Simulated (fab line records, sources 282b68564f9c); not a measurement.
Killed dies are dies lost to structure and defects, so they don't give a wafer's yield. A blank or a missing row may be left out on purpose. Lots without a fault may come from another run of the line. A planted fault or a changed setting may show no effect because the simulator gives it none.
Split-lot experiment | flow rit_cmos | 5 lots, 23 wafers read, on a route of 202 steps

THE SPLIT
At RIT_PRETRO_COAT_01 (resist thk 1300 nm), the setting spin_rpm was moved away from the recipe's 2000 rpm on 7 of the 23 wafers read, by -3.9% to +6.7%. The other wafers ran this setting at the recipe's value.

FROM THE SPLIT TO THE READING: what the file shows between them, 3 steps
- RIT_PRETRO_SOFTBAKE_02: time 61.8 s
- RIT_PRETRO_EXPOSE_03: exposes mask M5, target cd 43700 nm
- RIT_PRETRO_DEVELOP_05: develop time 68 s

THE READING
NOVOLAK_of_PRETRO_COAT_01.thk_nm (the simulator's own value, which no gauge read), in nm, at RIT_PRETRO_HARDBAKE_07 (time 120 s). The file gives no usual value for it. The 16 wafers here that ran the recipe average 1135 nm, standard deviation 3.1 nm.

wafer  | tool, chamber at the split | spin_rpm as run, rpm | against the recipe | NOVOLAK_of_PRETRO_COAT_01.thk_nm, nm | against lot-mates on the recipe
L074.1 | litho_track-01, 0          | 2000                 | recipe             | 1133                                 | -
L074.3 | litho_track-01, 0          | 1921                 | -3.9%              | 1153                                 | +22
L074.4 | litho_track-01, 0          | 1921                 | -3.9%              | 1152                                 | +21
L074.5 | litho_track-01, 0          | 1921                 | -3.9%              | 1155                                 | +24
L074.6 | litho_track-01, 0          | 2000                 | recipe             | 1129                                 | -
L078.3 | litho_track-04, 0          | 2000                 | recipe             | 1135                                 | -
L078.4 | litho_track-04, 0          | 2000                 | recipe             | 1138                                 | -
L078.5 | litho_track-04, 0          | 2000                 | recipe             | 1136                                 | -
L079.1 | litho_track-04, 0          | 2000                 | recipe             | 1136                                 | -
L079.2 | litho_track-04, 0          | 2108                 | +5.4%              | 1109                                 | -26
L079.4 | litho_track-04, 0          | 2108                 | +5.4%              | 1109                                 | -26
L079.3 | litho_track-04, 0          | 2000                 | recipe             | 1137                                 | -
L079.5 | litho_track-04, 0          | 2000                 | recipe             | 1133                                 | -
L081.1 | litho_track-04, 0          | 2134                 | +6.7%              | 1106                                 | -34
L081.3 | litho_track-04, 0          | 2000                 | recipe             | 1139                                 | -
L081.4 | litho_track-04, 0          | 2134                 | +6.7%              | 1103                                 | -37
L081.5 | litho_track-04, 0          | 2000                 | recipe             | 1141                                 | -
L081.6 | litho_track-04, 0          | 2000                 | recipe             | 1140                                 | -
L082.1 | litho_track-04, 0          | 2000                 | recipe             | 1131                                 | -
L082.3 | litho_track-04, 0          | 2000                 | recipe             | 1135                                 | -
L082.4 | litho_track-04, 0          | 2000                 | recipe             | 1135                                 | -
L082.5 | litho_track-04, 0          | 2000                 | recipe             | 1134                                 | -
L082.6 | litho_track-04, 0          | 2000                 | recipe             | 1134                                 | -

THE FIT
A straight line over all 23 wafers: NOVOLAK_of_PRETRO_COAT_01.thk_nm changes by -4.67 nm for each +1% of spin_rpm; r = -0.98; the points scatter about the line by 2.8 nm.
The same after taking each lot's own level away (the mean of its wafers on the recipe; 23 wafers): -5.28 nm for each +1%; r = -0.99; scatter 1.6 nm.
On that fit, the largest move of spin_rpm shifts the reading by 35 nm.
The lots' own levels span 1131.0 to 1140.0 nm, that is 2.9 times the standard deviation above.
So the lot-to-lot level changes the slope: the two fits differ.
Check: with one of the wafers moved furthest among these (+6.7%) left out of the fit, the line predicts -35.3 nm for it against its lot-mates. It came out at -34 nm against them.

OTHER SPLITS ON THESE WAFERS
These wafers also went through other splits before the reading. Each is held against what the fit with the lots' levels taken away leaves over:
other split on the same wafers   | wafers away from the commonest value | r with NOVOLAK_of_PRETRO_COAT_01.thk_nm (lot level and that fit taken away)
RIT_ACTIVE_CVD_03 temp_c         | 15                                   | +0.26
RIT_ACTIVE_COAT_06 spin_rpm      | 6                                    | -0.28
RIT_FOX1_WET_ETCH_02 time_s      | 13                                   | -0.17
RIT_NWELL_SOFTBAKE_02 temp_c     | 5                                    | -0.27
RIT_PWELL_IMPLANT_08 dose_cm2    | 10                                   | +0.20
RIT_NRETRO_COAT_01 resist_thk_nm | 10                                   | -0.01

THE WHOLE CHAIN: every reading that the file lists as answering this split, in the file's order
step                   | what it does       | reading                                                                           | change (the file's fit)              | r (the file's)
RIT_PRETRO_COAT_01     | resist thk 1300 nm | NOVOLAK_of_PRETRO_COAT_01.thk_nm (the simulator's own value, which no gauge read) | -6.09 nm for each +1% of the setting | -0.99
RIT_PRETRO_HARDBAKE_07 | time 120 s         | NOVOLAK_of_PRETRO_COAT_01.thk_nm (the simulator's own value, which no gauge read) | -5.25 nm for each +1% of the setting | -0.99

THE FILE'S OWN FIT
NOVOLAK_of_PRETRO_COAT_01.thk_nm changes by -5.25 nm for each +1% of spin_rpm, r = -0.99.
